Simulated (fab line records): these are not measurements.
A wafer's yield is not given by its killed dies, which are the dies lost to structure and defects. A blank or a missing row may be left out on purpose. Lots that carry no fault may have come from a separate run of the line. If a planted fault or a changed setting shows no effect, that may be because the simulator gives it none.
8D (eight disciplines) problem report, filled in by code || flow berkeley-cmos170 || the parts of the form that need people (team, actions taken, sign-off) are left out

== 1. WHAT WENT WRONG ==
PLDD_TW at UCB170_PLDD_TW_MEAS_11 reads a mean of 1054 on 6 wafers of 2 lots; wafers without a fault read 1009 with a standard deviation of 5.9. That is +7.6 standard deviations from the usual mean.
First observed at day 8 05:02: wafer L695.1, on film-metro-04. Wafers with a number at this step in the record: 42, from 14 lots. By rule, "out" or "out of limits" means more than 4 standard deviations away from the usual mean. The other wafers with a number count as sound.

== 2. WHAT IT IS; WHAT IT IS NOT ==
{"question": "which readings at this step", "is": "PLDD_TW", "is not": "-"}
{"question": "which lots", "is": "L695, L696", "is not": "L684, L685, L687, L688, L689, L692, L698, L699, L701, L702, L704, L706"}
{"question": "which wafers of those lots", "is": "all that have a number", "is not": "-"}
{"question": "read on which gauges", "is": "film-metro-03, film-metro-04", "is not": "film-metro-02"}
{"question": "when", "is": "from day 8 05:02", "is not": "up to then (18 sound wafers); but 18 sound wafers of L698, L699, L701, L702, L704, L706 came after"}

== 3. THE SUSPECTS, EACH WITH WHAT RULES IT OUT ==
Counting: a tool at any process step up to the reading remains a suspect when it ran all the lots that are out and ran no sound lot after the first of those.
- the gauge at UCB170_PLDD_TW_MEAS_11: ruled out. 2 gauges (film-metro-03, film-metro-04) read the wafers that are out.
- implanter-04 at UCB170_PLDD_IMPLANT_08: kept. It ran every lot that is out, first L695 (day 8 04:38), and no sound lot after that; its last sound lot up to then is L687 (day 6 21:28). On those wafers its own readings are out: beam-on-s, dose-ions-cm2.
The count leaves implanter-04 at UCB170_PLDD_IMPLANT_08.

== 4. THE CAUSE (what the simulator had put in) ==
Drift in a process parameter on implanter-04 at UCB170_PLDD_IMPLANT_08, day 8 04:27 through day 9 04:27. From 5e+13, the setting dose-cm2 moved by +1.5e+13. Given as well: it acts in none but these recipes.
After counting, this tool was the only one left.

== 5. THE CHAIN OF EFFECTS, in route order ==
One row per reading whose mean, taken over the struck wafers that have a number, lies over 3 standard deviations from the usual. Only readings whose record carries a usual standard deviation are examined. hours: median over the lots of the time between each lot's start at the first step of this table that gives one and its start at this step. sigmas: the change, counted in usual standard deviations.
{"hours": 0, "step": "UCB170_PLDD_IMPLANT_08", "reading": "beam-on-s", "usual": "10.01 s", "on struck wafers": 12.95, "change": "+2.94", "sigmas": "+15"}
{"hours": 0, "step": "UCB170_PLDD_IMPLANT_08", "reading": "dose-ions-cm2", "usual": 5e+13, "on struck wafers": 7e+13, "change": "+2e+13", "sigmas": "+99 or more"}
{"hours": 0, "step": "UCB170_PLDD_TW_MEAS_11", "reading": "PLDD_TW", "usual": 1009, "on struck wafers": 1054, "change": "+45", "sigmas": "+7.6"}
{"hours": 12, "step": "UCB170_SDANNEAL_RS_MEAS_04", "reading": "PLDD_RS", "usual": "1032.0 ohm/sq", "on struck wafers": 924.2, "change": -107.8, "sigmas": -45}
The process steps in it:
- UCB170_PLDD_IMPLANT_08
Later steps that measure or inspect, where all struck wafers having a row at the step show a number for every such reading and not one has moved that far: UCB170_PSD_CD_MEAS_06.

== 6. HOW IT WOULD HAVE BEEN CAUGHT EARLIER ==
In this record the first reading out of limits at a measuring or inspecting step was taken at day 8 05:02, 1 hour after the fault began at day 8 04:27.
At UCB170_PLDD_IMPLANT_08, the tool's own readings (beam-on-s, dose-ions-cm2) were out on each struck wafer the step has a row for, so an alarm limit on them would have fired on the first such wafer.
Of the lots that are out (2), L696 began UCB170_PLDD_IMPLANT_08 on implanter-04 after day 8 05:02. Had the tool been put on hold then, it would have been spared.
